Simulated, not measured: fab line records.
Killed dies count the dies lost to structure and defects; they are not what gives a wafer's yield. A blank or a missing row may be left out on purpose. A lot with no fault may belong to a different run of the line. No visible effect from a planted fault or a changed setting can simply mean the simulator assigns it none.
Chamber matching || flow berkeley_cmos170 || rie_diel-03 running UCB170_M3_ETCH_17: 4 sister chambers
The step etches BARC in N2/H2. 4 wafers are shown with their chamber, then 7 later ones without.

WAFERS PAIRED WITH THEIR CHAMBERS
{"wafer": "L783.3", "chamber": 1, "throttle_valve_pct (%)": 13.50}
{"wafer": "L783.5", "chamber": 3, "throttle_valve_pct (%)": 13.47}
{"wafer": "L789.1", "chamber": 0, "throttle_valve_pct (%)": 12.93}
{"wafer": "L789.4", "chamber": 2, "throttle_valve_pct (%)": 13.61}

WAFERS WITH NO CHAMBER GIVEN
{"wafer": "L789.5", "throttle_valve_pct (%)": 13.48}
{"wafer": "L790.2", "throttle_valve_pct (%)": 12.92}
{"wafer": "L790.3", "throttle_valve_pct (%)": 13.49}
{"wafer": "L790.5", "throttle_valve_pct (%)": 13.48}
{"wafer": "L798.2", "throttle_valve_pct (%)": 13.47}
{"wafer": "L798.5", "throttle_valve_pct (%)": 13.61}
{"wafer": "L798.6", "throttle_valve_pct (%)": 13.48}

WHICH CHAMBER EACH WENT THROUGH
{"wafer": "L789.5", "from the rows above": "can't be placed: 3 or 1", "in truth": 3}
{"wafer": "L790.2", "from the rows above": 0, "in truth": 0}
{"wafer": "L790.3", "from the rows above": "can't be placed: 1 or 3", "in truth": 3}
{"wafer": "L790.5", "from the rows above": "can't be placed: 3 or 1", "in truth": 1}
{"wafer": "L798.2", "from the rows above": 3, "in truth": 3}
{"wafer": "L798.5", "from the rows above": 2, "in truth": 2}
{"wafer": "L798.6", "from the rows above": "can't be placed: 3 or 1", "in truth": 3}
Correct placement for 3 of the 7. From these rows, 4 cannot be placed; in 4 the true chamber is one of the candidates. Number placed wrongly: 0.
How it was worked out, from the rows above alone: a wafer's distance from a chamber is the root of the sum, over the readings, of the square of ((its reading less the chamber's mean) divided by the reading's scatter). If the next closest chamber is less than 2 further off than the closest, the wafer can't be placed; otherwise it belongs to the closest. Each chamber's mean is taken over the wafers shown for it. The scatter (one wafer shown for each chamber): square how far every hidden wafer sits from the nearest shown wafer, average those squares and take the square root.
